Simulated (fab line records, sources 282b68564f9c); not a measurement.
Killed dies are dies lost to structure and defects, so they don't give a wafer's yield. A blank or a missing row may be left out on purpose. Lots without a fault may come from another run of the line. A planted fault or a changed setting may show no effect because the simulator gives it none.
A struck lot beside a sound one | flow rit_cmos | 15 steps out of a route of 202
Sound: wafers L731.3, L731.4, L731.5. Struck: wafers L738.1, L738.3, L738.4. The cause comes at the end.
At each step with rows: each side's tool, then ch and its chambers, then its first start. Under that, the readings that differ: sound wafers | struck wafers | difference of the means | sigmas: that difference in standard deviations of wafers without a fault.
alike: readings whose means differ by less than 2 such deviations, and words and numbers that are the same on both sides. not compared: withheld readings, readings that some wafer has no value for, bounds like >300 that may hide the same value, and numbers for which the record gives no deviation and whose values overlap.
The two part at a step that has a row with sigmas, a row that says differs or no value, or rows on one side only. Numbers that don't overlap but have no deviation are shown without sigmas and don't part them. A reading that every wafer of one side lacks parts them only if that side has two wafers or more.

RIT_ACTIVE_ETCH_13: etches Si3N4 in SF6, stops on SiO2, time 210 s, target depth 210 nm.
  sound on rie_diel-01 ch 0,2,3, day 4 07:38; struck on rie_diel-03 ch 0,2, day 5 14:35
  alike: drypump_motor_current_A, oes_product_au, throttle_valve_pct
  not compared: rf_hours_counter_h
RIT_ACTIVE_STRIP_14: strips in O2, time 180 s.
  sound on plasma_asher-04 ch 0,1, day 4 07:50; struck on plasma_asher-02 ch 0,1, day 5 14:43
  alike: drypump_motor_current_A
  not compared: rf_hours_counter_h
RIT_ACTIVE_CD_MEAS_90: target cd 1400 nm.
  sound on cd_sem-01, day 4 07:59; struck on cd_sem-01, day 5 14:53
  alike: cd_nm
then, 4 steps without rows for these wafers: RIT_ACTIVE_CLEAN_15 (cleans in SC1, time 600 s); RIT_ACTIVE_CLEAN_16 (cleans in dHF, time 30 s); RIT_ACTIVE_CLEAN_17 (cleans in SC2, time 600 s); RIT_FOX1_OXIDATION_00 (target thk 350.7 nm, ox time 1130 s).
RIT_FOX1_THK_MEAS_01:
  sound on film_metro-01, day 4 14:17; struck on film_metro-03, day 5 18:33
  alike: FOX1_OXIDE_THK
then, 2 steps without rows for these wafers: RIT_FOX1_WET_ETCH_02 (etches SiO2 in BOE, target depth 350 nm, time 390 s); RIT_FOX2_OXIDATION_00 (target thk 350.7 nm, ox time 1130 s).
RIT_FOX2_THK_MEAS_01:
  sound on film_metro-01, day 4 19:32; struck on film_metro-03, day 6 01:48
  alike: FOX2_OXIDE_THK
then, 1 step without rows for these wafers: RIT_FOX2_CLEAN_02 (cleans in dHF, time 180 s).
RIT_FOX2_WET_ETCH_03: etches Si3N4 in H3PO4, target depth 195 nm, time 2700 s.
  sound on wet_bench-03 ch 0, day 4 19:38; struck on wet_bench-04 ch 2, day 6 01:55
  reading                                       | sound             | struck            | difference | sigmas
  model.SiO2_of_ACTIVE_OXIDATION_01.thk_nm (nm) | 40.03 40.69 41.32 | 42.39 41.79 41.44 | +1.19      |
RIT_FOX2_THK_MEAS_90:
  sound on film_metro-02, day 4 20:25; struck on film_metro-02, day 6 02:42
  alike: FIELD_OXIDE_LEFT_1_THK
RIT_M1_PROBE_99:
  sound on prober-02, day 6 22:31; struck on prober-01, day 8 01:44
  reading            | sound | struck | difference | sigmas
  killed_at_contacts | 0 1 1 | 0 0 0  | -1         | -2
  alike: killed_at_front_end, killed_dies, killed_on_rim, killed_open, killed_short
  not compared: model.etest.pldd.width_nm, model.etest.nldd.width_nm

WHERE THEY PART
Only at RIT_M1_PROBE_99, within this record.

WHY: what the simulator had put in
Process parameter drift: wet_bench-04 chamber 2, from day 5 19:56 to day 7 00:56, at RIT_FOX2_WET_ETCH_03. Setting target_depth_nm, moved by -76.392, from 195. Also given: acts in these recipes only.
